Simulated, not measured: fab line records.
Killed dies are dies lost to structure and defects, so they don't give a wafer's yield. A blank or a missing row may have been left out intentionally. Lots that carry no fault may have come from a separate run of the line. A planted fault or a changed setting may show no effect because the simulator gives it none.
One fault seen from 2 desks + flow berkeleyCmos170 + what lay behind the numbers comes last; until then each desk has only its own

## AT THE TOOL OWNER'S DESK: furnace-04
The tool's own readings at UCB170_WELLDRIVE_OXIDATION_01 (target thk 199 nm, ox time 9000 s): means of the sampled wafers that have a number, for each lot that ran on this tool. A lot is out of limits, marked OUT, if its mean lies more than 4 standard deviations from the usual mean; the brackets give that distance.
Columns: A = spikeTcCentreC at UCB170_WELLDRIVE_OXIDATION_01, usual 1103.4 C
| lot  | first seen here | A      |
|------|-----------------|--------|
| L685 | day 4 00:31     | 1103.6 |
| L701 | day 7 12:09     | 1103.1 |
Result from this desk: across the 2 lots, nothing is out of limits.

## METROLOGY DESK
Lot by lot, what the gauges showed, no matter which tool ran the lot: averages of those sampled wafers that carry a number. A lot is out of limits, marked OUT, if its mean lies more than 4 standard deviations from the usual mean; the brackets give that distance. Only the readings that lie furthest out on some lot appear, 7 of the 9 it has.
Columns: A = PWELL_OVL at UCB170_PWELL_OVL_MEAS_13, usual 0 nm; B = PWELL_TW at UCB170_PWELL_TW_MEAS_17, usual 380.5; C = ACTIVE_OXIDE_THK at UCB170_ACTIVE_THK_MEAS_03, usual 26.4 nm; D = cdNm at UCB170_ACTIVE_CD_MEAS_13, usual 1200.3 nm; E = ACTIVE_OVL at UCB170_ACTIVE_OVL_MEAS_14, usual -2 nm; F = cdNm at UCB170_ACTIVE_CD_MEAS_90, usual 1200.3 nm; G = PFIELD_OVL at UCB170_PFIELD_OVL_MEAS_06, usual 1 nm
| lot  | first seen here | A  | B     | C    | D      | E  | F      | G  |
|------|-----------------|----|-------|------|--------|----|--------|----|
| L685 | day 3 13:58     | 10 | 380.3 | 26.6 | 1201.3 | -1 | 1201.4 | -3 |
| L688 | day 4 08:32     | 7  | 378.6 | 25.8 | 1200.2 | -8 | 1200.3 | 0  |
| L691 | day 4 19:18     | 7  | 378.3 | 27.2 | 1199.6 | 3  | 1199.7 | -7 |
| L701 | day 7 01:28     | -1 | 381.2 | 26.1 | 1201.5 | -8 | 1201.2 | 3  |
| L707 | day 8 22:16     | -7 | 376.9 | 26.4 | 1202.3 | -9 | 1202.4 | 5  |
Result from this desk: across the 5 lots, nothing is out of limits.

## TAKEN TOGETHER
Nothing out of limits was seen by the tool owner's desk.
At the metrology desk, nothing out of limits was observed.

## WHAT THE SIMULATOR HAD INSERTED
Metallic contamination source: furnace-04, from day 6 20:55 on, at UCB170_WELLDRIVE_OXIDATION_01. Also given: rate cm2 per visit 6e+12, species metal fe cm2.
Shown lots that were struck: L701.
